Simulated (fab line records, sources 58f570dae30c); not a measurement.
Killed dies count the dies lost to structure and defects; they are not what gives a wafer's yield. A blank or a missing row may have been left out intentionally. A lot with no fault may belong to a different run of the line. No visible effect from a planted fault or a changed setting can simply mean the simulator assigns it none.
fab line records	flow berkeleyCmos170
record lots=5	wafers=23
route steps=331 shown NWELL@18 WELLDRIVE@56 ACTIVE@76 FIELD@90 PVT@122 GATE@125 PLDD@149
startH: start of the lot's first displayed wafer, in hours after the record's first day	waitH: time in hours since the lot's previous step	" as in the row above	L1.1+2: a row that stands for several wafers	- no value, or no start given	* or withheld: withheld	< > ~ a bound
route shown NAME@n: names a module that has steps shown in the file, with the first one's number in the route	usual: mean/standard deviation taken from wafers without a fault	same: alike in all rows	chamber/n: place in a boat	sites: the reading at each site	_std_site: the values' standard deviation	_edge_site: outer sites' mean less inner sites'	radiusMm: how far each site lies from the wafer's centre	mask NAME#n: copy n	behind: tool/chamber where the wafer was last shaped	hold: why the lot was held/for how many hours/how that ended	device: transistor that didn't switch, given as n, p or np	end of line: the same wafers' tests at the end of the route	a step without rows: its recipe alone	killed: at the first sort, the dies lost to defects and structure; wafer yield is something else	map: per-die view of a wafer (x killed, . not killed, _ where there is no die)
set.NAME: setting as actually run; set.NAME@STEP: the setting as run at that earlier step	model.NAME: the simulator's own value behind a step, which no gauge read
lots with deliberately changed settings; one table per step, one row per wafer
## steps
# step UCB170_NWELL_CVD_04
# recipe material=Si3N4	targetThkNm=224	tempC=800	precursor=SiH2Cl2/NH3	timeS=3360	pressureMtorr=200	sih2cl2FlowSccm=25	nh3FlowSccm=75
lot.wafer	tool	chamber	startH	waitH	set.tempC	model.Si3N4_of_NWELL_CVD_04.thkNm
L074.1	-	-	-	0.0	791.7	191.1
L074.2	"	-	"	"	791.7	190.6
L074.3	"	-	"	"	791.7	189.7
L074.4	"	-	"	"	791.7	188.3
L074.5	"	-	"	"	791.7	190.7
L076.1	-	-	-	0.0	786.2	172.5
L076.2	"	-	"	"	786.2	174.1
L076.3	"	-	"	"	786.2	173.8
L076.5	"	-	"	"	786.2	172.2
L076.6	"	-	"	"	786.2	173.7
L079.1	-	-	-	0.8	800	227.2
L079.2	"	-	"	"	800	226.7
L079.3	"	-	"	"	800	226.8
L079.4	"	-	"	"	800	225.2
L079.6	"	-	"	"	800	225.9
L082.1+2	lpcvd-01	1	72.95	2.0	800	227.5
L082.6	"	1	"	"	800	226.4
L083.2	-	-	-	2.0	782.3	162.6
L083.3	"	-	"	"	782.3	163.7
L083.4	"	-	"	"	782.3	163.9
L083.5	"	-	"	"	782.3	163
L083.6	"	-	"	"	782.3	163.5
# step UCB170_NWELL_THK_MEAS_05
# recipe reads=Si3N4_of_NWELL_CVD_04
# usual NWELL_NITRIDE_THK=224.8/2.4
lot.wafer	tool	chamber	startH	waitH	set.tempC@NWELL_CVD_04	NWELL_NITRIDE_THK[nm]
L074.1	filmMetro-03	-	-	-	791.7	191.0
L074.2	"	-	"	"	791.7	190.6
L074.3	"	-	"	"	791.7	189.6
L074.4	"	-	"	"	791.7	188.3
L074.5	"	-	"	"	791.7	190.8
L076.1	filmMetro-03	-	-	-	786.2	172.5
L076.2	"	-	"	"	786.2	174.3
L076.3	"	-	"	"	786.2	173.7
L076.5	"	-	"	"	786.2	172.2
L076.6	"	-	"	"	786.2	173.6
L079.1	filmMetro-03	-	-	-	800	227.0
L079.2	"	-	"	"	800	226.7
L079.3	"	-	"	"	800	226.6
L079.4	"	-	"	"	800	225.3
L079.6	"	-	"	"	800	225.9
L082.1	filmMetro-03	-	74.89	0.0	800	227.7
L082.2	"	-	"	"	800	227.6
L082.6	"	-	"	"	800	226.3
L083.2	filmMetro-02	-	-	-	782.3	162.7
L083.3	"	-	"	"	782.3	163.8
L083.4	"	-	"	"	782.3	163.8
L083.5	"	-	"	"	782.3	163.0
L083.6	"	-	"	"	782.3	163.5
# step UCB170_NWELL_ETCH_13
# recipe chemistry=CH3F/Ar/O2	target=Si3N4	stopOn=SiO2	CH3F_flow_sccm=20	Ar_flow_sccm=50	O2_flow_sccm=7	pressureMtorr=50	rfW=450	targetDepthA=2464	overEtchFrac=0.1	timeS=154
lot.wafer	tool	chamber	startH	waitH	set.timeS	set.tempC@NWELL_CVD_04	model.etch.depthNm	model.KrF_of_NWELL_COAT_07.thkNm
L074.1	rieDiel-04	1	29.16	0.0	176	791.7	-	698
L074.2	"	3	"	"	176	791.7	190.6	694.9
L074.3	"	0	"	"	154	791.7	189.7	723.4
L074.4	"	0	"	"	154	791.7	-	720
L074.5	"	1	"	"	176	791.7	190.7	698.5
L076.1	rieDiel-03	0	35.91	0.0	154	786.2	172.5	720.8
L076.2	"	3	"	"	136.3	786.2	-	734.7
L076.3	"	1	"	"	154	786.2	173.8	726.6
L076.5	"	2	"	"	136.3	786.2	-	740.4
L076.6	"	3	"	"	136.3	786.2	173.7	734.4
L079.1	rieDiel-02	1	54.96	0.0	173	800	227.2	708.4
L079.2	"	0	"	"	154	800	226.7	733.3
L079.3	"	2	"	"	154	800	226.8	729
L079.4	"	3	"	"	173	800	225.2	706
L079.6	"	0	"	"	154	800	225.9	732.2
L082.1	rieDiel-02	0	75.95	0.0	154	800	227.5	727.7
L082.2	"	2	"	"	154	800	227.5	721.8
L082.6	"	2	"	"	154	800	226.4	723.7
L083.2	rieDiel-04	0	76.22	0.0	154	782.3	162.6	725.4
L083.3	"	1	"	"	154	782.3	163.7	720.9
L083.4	"	2	"	"	172.1	782.3	163.9	701.8
L083.5	"	3	"	"	172.1	782.3	163	701.6
L083.6	"	0	"	"	154	782.3	163.5	723.6
# step UCB170_NWELL_IMPLANT_14
# recipe species=P	doseCm2=1e+13	energyKev=150	tiltDeg=7
# step UCB170_NWELL_STRIP_15
# recipe chemistry=O2	powerW=400	pressureMtorr=3500	platenTempC=withheld	o2FlowSccm=400	overashFraction=0.5
# usual stripTimeToEndpointS=18.02/0.1
lot.wafer	tool	chamber	startH	waitH	set.timeS@NWELL_ETCH_13	stripTimeToEndpointS
L074.1	plasmaAsher-01	0	29.42	0.1	176	17.44
L074.2	"	1	"	"	176	17.37
L074.3	"	1	"	"	154	18.07
L074.4	"	0	"	"	154	17.99
L074.5	"	0	"	"	176	17.46
L076.1	plasmaAsher-04	1	36.17	0.1	154	17.98
L076.2	"	0	"	"	136.3	18.34
L076.3	"	0	"	"	154	18.13
L076.5	"	1	"	"	136.3	18.47
L076.6	"	0	"	"	136.3	18.32
L079.1	plasmaAsher-03	1	55.21	0.1	173	17.71
L079.2	"	0	"	"	154	18.31
L079.3	"	0	"	"	154	18.19
L079.4	"	1	"	"	173	17.63
L079.6	"	1	"	"	154	18.27
L082.1	plasmaAsher-03	0	76.20	0.1	154	18.18
L082.2	"	1	"	"	154	18.04
L082.6	"	1	"	"	154	18.07
L083.2	plasmaAsher-04	0	76.48	0.1	154	18.12
L083.3	"	0	"	"	154	18.01
L083.4	"	1	"	"	172.1	17.56
L083.5	"	0	"	"	172.1	17.52
L083.6	"	1	"	"	154	18.05
# step UCB170_WELLDRIVE_OXIDATION_01
# recipe tempC=1100	ambient=O2	targetThkA=1990	oxTimeS=9000
lot.wafer	tool	chamber	startH	waitH	set.tempC	model.SiO2_of_WELLDRIVE_OXIDATION_01.thkNm
L074.1	-	-	-	3.0	1130	227.7
L074.2+3	"	-	"	"	1130	232.6
L074.4	"	-	"	"	1130	229.4
L074.5	"	-	"	"	1130	233
L076.1	-	-	-	2.1	1100	199.3
L076.2	"	-	"	"	1100	195.9
L076.3	"	-	"	"	1100	196.1
L076.5	"	-	"	"	1100	197.6
L076.6	"	-	"	"	1100	197.8
L079.1	-	-	-	0.3	1073	162.6
L079.2+6	"	-	"	"	1073	166.1
L079.3	"	-	"	"	1073	168.3
L079.4	"	-	"	"	1073	166.5
L082.1	furnace-03	0	97.07	1.2	1100	198.4
L082.2	"	0	"	"	1100	199.6
L082.6	"	0	"	"	1100	199.3
L083.2+4	-	-	-	3.3	1080	175
L083.3	"	-	"	"	1080	174
L083.5	"	-	"	"	1080	170.6
L083.6	"	-	"	"	1080	173.8
# step UCB170_WELLDRIVE_THK_MEAS_02
# recipe reads=SiO2_of_WELLDRIVE_OXIDATION_01
# usual WELLDRIVE_OXIDE_THK=199.5/2.2
lot.wafer	tool	chamber	startH	waitH	set.tempC@WELLDRIVE_OXIDATION_01	WELLDRIVE_OXIDE_THK[nm]
L074.1	filmMetro-02	-	-	-	1130	227.6
L074.2	"	-	"	"	1130	232.4
L074.3	"	-	"	"	1130	232.5
L074.4	"	-	"	"	1130	229.4
L074.5	"	-	"	"	1130	233.1
L076.1	filmMetro-02	-	-	-	1100	199.4
L076.2	"	-	"	"	1100	195.7
L076.3	"	-	"	"	1100	196.1
L076.5	"	-	"	"	1100	197.7
L076.6	"	-	"	"	1100	197.9
L079.1	filmMetro-02	-	-	-	1073	162.6
L079.2	"	-	"	"	1073	166.1
L079.3	"	-	"	"	1073	168.3
L079.4	"	-	"	"	1073	166.6
L079.6	"	-	"	"	1073	166.2
L082.1	filmMetro-02	-	100.57	0.0	1100	198.5
L082.2	"	-	"	"	1100	199.6
L082.6	"	-	"	"	1100	199.1
L083.2	filmMetro-02	-	-	-	1080	175.0
L083.3	"	-	"	"	1080	174.1
L083.4	"	-	"	"	1080	175.1
L083.5	"	-	"	"	1080	170.6
L083.6	"	-	"	"	1080	173.8
# step UCB170_ACTIVE_STRIP_16
# recipe chemistry=O2	powerW=400	pressureMtorr=3500	platenTempC=withheld	o2FlowSccm=400	overashFraction=0.5
# usual oesProductAu=0.720/0.0039	stripTimeToEndpointS=18.08/0.089
lot.wafer	tool	chamber	startH	waitH	set.powerW	oesProductAu	stripTimeToEndpointS
L074.1	plasmaAsher-03	0	74.99	0.1	400	0.717	18.12
L074.2	"	1	"	"	400	0.717	17.96
L074.3	"	0	"	"	400	0.721	18.03
L074.4	"	1	"	"	400	0.721	18.09
L074.5	"	0	"	"	400	0.721	18.04
L076.1	plasmaAsher-02	0	82.99	0.1	400	0.714	18.01
L076.2	"	1	"	"	359.3	0.682	19.64
L076.3	"	1	"	"	359.3	0.688	19.47
L076.5	"	0	"	"	359.3	0.687	19.39
L076.6	"	1	"	"	400	0.720	18.15
L079.1	plasmaAsher-02	1	95.95	0.1	400	0.723	18.12
L079.2	"	0	"	"	352	0.667	19.99
L079.3	"	1	"	"	400	0.715	18.13
L079.4	"	0	"	"	352	0.678	19.86
L079.6	"	0	"	"	352	0.676	19.93
L082.1	plasmaAsher-02	0	117.30	0.1	400	0.716	17.97
L082.2	"	1	"	"	400	0.723	18.16
L082.6	"	0	"	"	400	0.719	18.13
L083.2	plasmaAsher-03	1	125.03	0.1	400	0.716	18.07
L083.3	"	0	"	"	400	0.716	18.27
L083.4	"	1	"	"	400	0.723	18.17
L083.5	"	0	"	"	400	0.724	18.30
L083.6	"	1	"	"	400	0.720	18.12
# step UCB170_FIELD_OXIDATION_01
# recipe tempC=1000	ambient=H2O	pH2oTorr=584.62	targetThkA=5583	oxTimeS=7200
lot.wafer	tool	chamber	startH	waitH	set.oxTimeS	model.SiO2_of_FIELD_OXIDATION_01.thkNm
L074.1	-	-	-	1.7	7200	564.5
L074.2	"	-	"	"	7200	564.9
L074.3	"	-	"	"	7200	557.3
L074.4	"	-	"	"	7200	559.3
L074.5	"	-	"	"	7200	561.3
L076.1	-	-	-	1.6	6394	496
L076.2	"	-	"	"	6394	495.8
L076.3	"	-	"	"	6394	501.4
L076.5	"	-	"	"	6394	497.7
L076.6	"	-	"	"	6394	497.3
L079.1	-	-	-	2.6	7200	570.8
L079.2	"	-	"	"	7200	558.3
L079.3	"	-	"	"	7200	570.6
L079.4	"	-	"	"	7200	574.2
L079.6	"	-	"	"	7200	557.6
L082.1	furnace-02	0	122.23	2.4	7200	574.4
L082.2	"	0	"	"	7200	567.2
L082.6	"	0	"	"	7200	558.6
L083.2	-	-	-	1.7	8138	623.8
L083.3	"	-	"	"	8138	616.9
L083.4	"	-	"	"	8138	619.1
L083.5	"	-	"	"	8138	623.9
L083.6	"	-	"	"	8138	608.6
# step UCB170_FIELD_THK_MEAS_02
# recipe reads=SiO2_of_FIELD_OXIDATION_01
# usual FIELD_OXIDE_THK=564/10
lot.wafer	tool	chamber	startH	waitH	set.oxTimeS@FIELD_OXIDATION_01	FIELD_OXIDE_THK[nm]
L074.1	filmMetro-01	-	-	-	7200	565
L074.2	"	-	"	"	7200	565
L074.3	"	-	"	"	7200	558
L074.4	"	-	"	"	7200	560
L074.5	"	-	"	"	7200	561
L076.1	filmMetro-02	-	-	-	6394	496
L076.2	"	-	"	"	6394	496
L076.3	"	-	"	"	6394	501
L076.5	"	-	"	"	6394	498
L076.6	"	-	"	"	6394	498
L079.1	filmMetro-02	-	-	-	7200	570
L079.2	"	-	"	"	7200	558
L079.3	"	-	"	"	7200	570
L079.4	"	-	"	"	7200	574
L079.6	"	-	"	"	7200	557
L082.1	filmMetro-02	-	125.23	0.0	7200	574
L082.2	"	-	"	"	7200	567
L082.6	"	-	"	"	7200	558
L083.2	filmMetro-02	-	-	-	8138	624
L083.3	"	-	"	"	8138	617
L083.4	"	-	"	"	8138	619
L083.5	"	-	"	"	8138	624
L083.6	"	-	"	"	8138	609
# step UCB170_FIELD_ANNEAL_03
# recipe tempC=1000	timeS=1200	ambient=N2
# step UCB170_FIELD_WET_ETCH_04
# recipe chemistry=dHF	dilution=10:1	target=SiO2	tempC=25	timeS=60
# step UCB170_FIELD_WET_ETCH_05
# recipe chemistry=H3PO4	target=Si3N4	tempC=160	timeS=12600
# step UCB170_FIELD_WET_ETCH_06
# recipe chemistry=BOE	dilution=5:1	target=SiO2	tempC=25	timeS=22
lot.wafer	tool	chamber	startH	waitH	set.oxTimeS@FIELD_OXIDATION_01	model.SiO2_of_FIELD_OXIDATION_01.thkNm
L074.1	-	-	-	0.3	7200	448.7
L074.2	"	-	"	"	7200	449.2
L074.3	"	-	"	"	7200	441.8
L074.4	"	-	"	"	7200	443.7
L074.5	"	-	"	"	7200	445.8
L076.1	-	-	-	0.0	6394	382.3
L076.2	"	-	"	"	6394	382.2
L076.3	"	-	"	"	6394	387.7
L076.5	"	-	"	"	6394	383.5
L076.6	"	-	"	"	6394	383.3
L079.1	-	-	-	0.0	7200	456.4
L079.2	"	-	"	"	7200	443.7
L079.3	"	-	"	"	7200	456.2
L079.4	"	-	"	"	7200	459.5
L079.6	"	-	"	"	7200	443.1
L082.1	wetBench-02	0	132.93	0.0	7200	458.4
L082.2	"	0	"	"	7200	451
L082.6	"	0	"	"	7200	442.4
L083.2	-	-	-	0.0	8138	507.8
L083.3	"	-	"	"	8138	500.7
L083.4	"	-	"	"	8138	503
L083.5	"	-	"	"	8138	508
L083.6	"	-	"	"	8138	492.5
# step UCB170_FIELD_THK_MEAS_90
# recipe reads=SiO2_of_FIELD_OXIDATION_01
# usual FIELD_OXIDE_LEFT_1_THK=447/11
lot.wafer	tool	chamber	startH	waitH	set.oxTimeS@FIELD_OXIDATION_01	FIELD_OXIDE_LEFT_1_THK[nm]
L074.1	filmMetro-01	-	-	-	7200	449
L074.2	"	-	"	"	7200	449
L074.3	"	-	"	"	7200	442
L074.4	"	-	"	"	7200	444
L074.5	"	-	"	"	7200	445
L076.1	filmMetro-02	-	-	-	6394	382
L076.2	"	-	"	"	6394	382
L076.3	"	-	"	"	6394	388
L076.5	"	-	"	"	6394	384
L076.6	"	-	"	"	6394	383
L079.1	filmMetro-02	-	-	-	7200	457
L079.2	"	-	"	"	7200	443
L079.3	"	-	"	"	7200	456
L079.4	"	-	"	"	7200	459
L079.6	"	-	"	"	7200	443
L082.1	filmMetro-03	-	132.94	0.0	7200	459
L082.2	"	-	"	"	7200	451
L082.6	"	-	"	"	7200	443
L083.2	filmMetro-01	-	-	-	8138	508
L083.3	"	-	"	"	8138	501
L083.4	"	-	"	"	8138	503
L083.5	"	-	"	"	8138	508
L083.6	"	-	"	"	8138	492
# step UCB170_PVT_IMPLANT_07
# recipe species=P	doseCm2=2e+12	energyKev=30	tiltDeg=7
lot.wafer	tool	chamber	startH	waitH	set.doseCm2
L074.1+3	implanter-02	0	111.92	0.0	2e+12
L074.2+4+5	"	0	"	"	1.906e+12
L076.1+2+5	implanter-02	0	114.01	0.0	1.887e+12
L076.3+6	"	0	"	"	2e+12
L079.1+4	implanter-03	0	127.81	0.0	2.147e+12
L079.2+3+6	"	0	"	"	2e+12
L083.2+3+4	implanter-03	0	153.53	0.0	1.889e+12
L083.5+6	"	0	"	"	2e+12
L082.1+2+6	implanter-02	0	154.11	0.0	2e+12
# step UCB170_PVT_STRIP_08
# recipe chemistry=O2	powerW=400	pressureMtorr=3500	platenTempC=withheld	o2FlowSccm=400	overashFraction=0.5431
# step UCB170_PVT_TW_MEAS_09
# usual PVT_TW=512/3.7
lot.wafer	tool	chamber	startH	waitH	set.doseCm2@PVT_IMPLANT_07	PVT_TW
L074.1	filmMetro-01	-	112.17	0.1	2e+12	509
L074.2	"	-	"	"	1.906e+12	504
L074.3	"	-	"	"	2e+12	512
L074.4	"	-	"	"	1.906e+12	505
L074.5	"	-	"	"	1.906e+12	504
L076.1	filmMetro-01	-	114.26	0.1	1.887e+12	502
L076.2	"	-	"	"	1.887e+12	502
L076.3	"	-	"	"	2e+12	513
L076.5	"	-	"	"	1.887e+12	502
L076.6	"	-	"	"	2e+12	511
L079.1	filmMetro-03	-	128.06	0.1	2.147e+12	514
L079.2	"	-	"	"	2e+12	504
L079.3	"	-	"	"	2e+12	502
L079.4	"	-	"	"	2.147e+12	511
L079.6	"	-	"	"	2e+12	503
L083.2	filmMetro-01	-	153.77	0.1	1.889e+12	504
L083.3	"	-	"	"	1.889e+12	505
L083.4	"	-	"	"	1.889e+12	506
L083.5	"	-	"	"	2e+12	515
L083.6	"	-	"	"	2e+12	514
L082.1	filmMetro-01	-	154.36	0.1	2e+12	513
L082.2	"	-	"	"	2e+12	514
L082.6	"	-	"	"	2e+12	516
# step UCB170_GATE_WET_ETCH_00
# recipe chemistry=dHF	dilution=25:1	target=SiO2	tempC=25	timeS=200
# step UCB170_FIELD_THK_MEAS_91
# recipe reads=SiO2_of_FIELD_OXIDATION_01
# usual FIELD_OXIDE_LEFT_2_THK=359/11
lot.wafer	tool	chamber	startH	waitH	set.oxTimeS@FIELD_OXIDATION_01	FIELD_OXIDE_LEFT_2_THK[nm]
L074.1	filmMetro-03	-	112.29	0.0	7200	360
L074.2	"	-	"	"	7200	361
L074.3	"	-	"	"	7200	353
L074.4	"	-	"	"	7200	355
L074.5	"	-	"	"	7200	357
L076.1	filmMetro-02	-	114.38	0.0	6394	294
L076.2	"	-	"	"	6394	294
L076.3	"	-	"	"	6394	300
L076.5	"	-	"	"	6394	296
L076.6	"	-	"	"	6394	295
L079.1	filmMetro-03	-	128.19	0.0	7200	369
L079.2	"	-	"	"	7200	356
L079.3	"	-	"	"	7200	369
L079.4	"	-	"	"	7200	372
L079.6	"	-	"	"	7200	356
L083.2	filmMetro-03	-	153.90	0.0	8138	419
L083.3	"	-	"	"	8138	412
L083.4	"	-	"	"	8138	414
L083.5	"	-	"	"	8138	419
L083.6	"	-	"	"	8138	404
L082.1	filmMetro-01	-	154.48	0.0	7200	370
L082.2	"	-	"	"	7200	362
L082.6	"	-	"	"	7200	354
# step UCB170_GATE_COAT_07
# recipe resist=KrF	spinRpm=1500	resistThkNm=900
lot.wafer	tool	chamber	startH	waitH	set.spinRpm	model.KrF_of_GATE_COAT_07.thkNm
L076.1	lithoTrack-03	0	-	-	1500	901.5
L076.2	"	0	"	"	1500	896.5
L076.3	"	0	"	"	1500	900.4
L076.5	"	0	"	"	1500	901.8
L076.6	"	0	"	"	1500	901.1
L074.1	lithoTrack-02	0	-	-	1500	902.2
L074.2	"	0	"	"	1436	923.9
L074.3	"	0	"	"	1436	924.8
L074.4	"	0	"	"	1436	925.2
L074.5	"	0	"	"	1500	902
L079.1	lithoTrack-03	0	-	-	1400	932
L079.2	"	0	"	"	1500	904
L079.3	"	0	"	"	1400	933.9
L079.4	"	0	"	"	1500	903.3
L079.6	"	0	"	"	1400	935.9
L083.2	lithoTrack-01	0	-	-	1586	873.6
L083.3	"	0	"	"	1586	875
L083.4	"	0	"	"	1500	899.3
L083.5	"	0	"	"	1586	872.7
L083.6	"	0	"	"	1500	902.6
L082.1	lithoTrack-02	0	-	-	1500	897.2
L082.2	"	0	"	"	1500	897.8
L082.6	"	0	"	"	1500	899.2
# step UCB170_PLDD_PEB_04
# recipe pebTempC=130	pebTimeS=withheld	resist=KrF
lot.wafer	tool	chamber	startH	waitH	set.pebTempC
L076.1+3+6	lithoTrack-04	0	127.26	0.1	131.1
L076.2+5	"	0	"	"	130
L074.1+4	lithoTrack-02	0	127.58	0.1	132.4
L074.2+3+5	"	0	"	"	130
L079.1+4+6	lithoTrack-04	0	140.74	0.2	130
L079.2+3	"	0	"	"	127
L083.2+3	lithoTrack-03	0	166.30	0.6	132.7
L083.4+5+6	"	0	"	"	130
L082.1+2+6	lithoTrack-04	0	166.80	0.5	130
# step UCB170_PLDD_DEVELOP_05
# recipe developer=TMAH	developTimeS=45	resist=KrF	devTempC=21
# step UCB170_PLDD_CD_MEAS_06
# recipe targetCdNm=1200
# usual cdNm=1200.5/1.5
lot.wafer	tool	chamber	startH	waitH	set.pebTempC@PLDD_PEB_04	cdNm
L076.1	cdSem-02	-	127.53	-	131.1	1209.2
L076.2	"	-	"	"	130	1203.0
L076.3	"	-	"	"	131.1	1208.6
L076.5	"	-	"	"	130	1200.0
L076.6	"	-	"	"	131.1	1209.3
L074.1	cdSem-01	-	127.85	-	132.4	1216.9
L074.2	"	-	"	"	130	1202.8
L074.3	"	-	"	"	130	1202.2
L074.4	"	-	"	"	132.4	1217.0
L074.5	"	-	"	"	130	1201.8
L079.1	cdSem-02	-	141.02	-	130	1199.9
L079.2	"	-	"	"	127	1177.7
L079.3	"	-	"	"	127	1175.8
L079.4	"	-	"	"	130	1200.4
L079.6	"	-	"	"	130	1200.4
L083.2	cdSem-02	-	166.57	-	132.7	1214.7
L083.3	"	-	"	"	132.7	1214.4
L083.4	"	-	"	"	130	1199.3
L083.5	"	-	"	"	130	1201.3
L083.6	"	-	"	"	130	1199.7
L082.1	cdSem-02	-	167.08	-	130	1200.5
L082.2	"	-	"	"	130	1201.7
L082.6	"	-	"	"	130	1203.3
## key
split step=UCB170_NWELL_CVD_04	setting=tempC	stated=800	by=lot
response step=UCB170_NWELL_CVD_04	reading=model.Si3N4_of_NWELL_CVD_04.thkNm	change=+29.3	per=1%	r=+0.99
response step=UCB170_NWELL_THK_MEAS_05	reading=NWELL_NITRIDE_THK	change=+29.2	per=1%	r=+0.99
response step=UCB170_NWELL_ETCH_13	reading=model.etch.depthNm	change=+29.1	per=1%	r=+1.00
split step=UCB170_NWELL_ETCH_13	setting=timeS	stated=154	by=wafer
response step=UCB170_NWELL_ETCH_13	reading=model.KrF_of_NWELL_COAT_07.thkNm	change=-1.68	per=1%	r=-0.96
response step=UCB170_NWELL_STRIP_15	reading=stripTimeToEndpointS	change=*	per=1%	r=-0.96
split step=UCB170_WELLDRIVE_OXIDATION_01	setting=tempC	stated=1100	by=lot
response step=UCB170_WELLDRIVE_OXIDATION_01	reading=model.SiO2_of_WELLDRIVE_OXIDATION_01.thkNm	change=+12.6	per=1%	r=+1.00
response step=UCB170_WELLDRIVE_THK_MEAS_02	reading=WELLDRIVE_OXIDE_THK	change=+12.6	per=1%	r=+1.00
split step=UCB170_ACTIVE_STRIP_16	setting=powerW	stated=400	by=wafer
response step=UCB170_ACTIVE_STRIP_16	reading=oesProductAu	change=+0.00348	per=1%	r=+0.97
response step=UCB170_ACTIVE_STRIP_16	reading=stripTimeToEndpointS	change=*	per=1%	r=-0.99
split step=UCB170_FIELD_OXIDATION_01	setting=oxTimeS	stated=7200	by=lot
response step=UCB170_FIELD_OXIDATION_01	reading=model.SiO2_of_FIELD_OXIDATION_01.thkNm	change=+4.95	per=1%	r=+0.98
response step=UCB170_FIELD_THK_MEAS_02	reading=FIELD_OXIDE_THK	change=+4.95	per=1%	r=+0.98
response step=UCB170_FIELD_WET_ETCH_06	reading=model.SiO2_of_FIELD_OXIDATION_01.thkNm	change=+4.86	per=1%	r=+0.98
response step=UCB170_FIELD_THK_MEAS_90	reading=FIELD_OXIDE_LEFT_1_THK	change=+4.86	per=1%	r=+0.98
response step=UCB170_FIELD_THK_MEAS_91	reading=FIELD_OXIDE_LEFT_2_THK	change=+4.83	per=1%	r=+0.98
split step=UCB170_PVT_IMPLANT_07	setting=doseCm2	stated=2e+12	by=wafer
response step=UCB170_PVT_TW_MEAS_09	reading=PVT_TW	change=+1.52	per=1%	r=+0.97
split step=UCB170_GATE_COAT_07	setting=spinRpm	stated=1500	by=wafer
response step=UCB170_GATE_COAT_07	reading=model.KrF_of_GATE_COAT_07.thkNm	change=-4.75	per=1%	r=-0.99
split step=UCB170_PLDD_PEB_04	setting=pebTempC	stated=130	by=wafer
response step=UCB170_PLDD_CD_MEAS_06	reading=cdNm	change=+8.55	per=1%	r=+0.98
